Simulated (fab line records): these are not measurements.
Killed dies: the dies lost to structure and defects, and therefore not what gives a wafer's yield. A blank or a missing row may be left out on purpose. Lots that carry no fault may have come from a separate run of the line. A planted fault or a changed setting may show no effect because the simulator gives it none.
The tool behind it: which one?	flow berkeley_cmos170	12 lots (36 wafers sampled), 1 step of a 331-step route

WHAT EACH GAUGE READ, for each wafer
UCB170_SCREENOX_THK_MEAS_02.
lot	measured	on	SCREENOX_OXIDE_THK (nm)
L159	day 5 14:34	film_metro-01	13.70 13.91 13.81
L160	day 5 14:35	film_metro-04	13.39 13.76 13.59
L158	day 5 14:37	film_metro-02	13.77 13.63 13.45
L164	day 6 12:52	film_metro-02	14.02 13.92 13.98
L166	day 6 21:53	film_metro-01	13.54 13.44 13.45
L173	day 8 10:36	film_metro-04	14.22 14.43 14.03
L176	day 8 17:02	film_metro-02	13.53 13.36 13.21
L175	day 8 21:23	film_metro-01	13.80 13.67 13.47
L178	day 9 11:15	film_metro-04	13.60 13.92 13.96
L179	day 9 11:17	film_metro-01	14.26 14.10 14.11
L180	day 9 21:46	film_metro-02	13.99 13.86 14.05
L181	day 10 05:34	film_metro-04	13.56 13.36 13.55

TOOL THAT RAN EACH LOT (tool first, then ch and the chambers of the sampled wafers, then the start)
The record shows no process step preceding these readings.

AS READ BY THE TOOLS THEMSELVES (means over the sampled wafers that have a number; for cases with no such wafer, the mark the record gives instead)
The record holds no such reading with a usual standard deviation.

THE ANSWER, worked out from the rows above alone
Rule: usual is defined by the lots themselves. The widest of any qualifying gaps counts: lots, ordered by their means at a reading, are off when they make up no more than a third of the lots, leave a main group of 4 or more, and stand apart from it by 3 or more times the standard deviation of that group's means. If all means in a main group match to the digits the tables above print for the reading, that group is not used. Also off: a lot with no number at a reading for which 4 or more lots have one. All remaining lots with rows at the step are treated as sound. Order of review: gauges by route order, followed by the tools' own readings, for which a lot's mean as printed above is used. The first step at which some lot is off is used, and at that step the reading that is off furthest; a lot without a number counts as furthest.
Nothing can be told from this: no lot is off at any reading shown.

WHAT WAS PUT IN BY THE SIMULATOR
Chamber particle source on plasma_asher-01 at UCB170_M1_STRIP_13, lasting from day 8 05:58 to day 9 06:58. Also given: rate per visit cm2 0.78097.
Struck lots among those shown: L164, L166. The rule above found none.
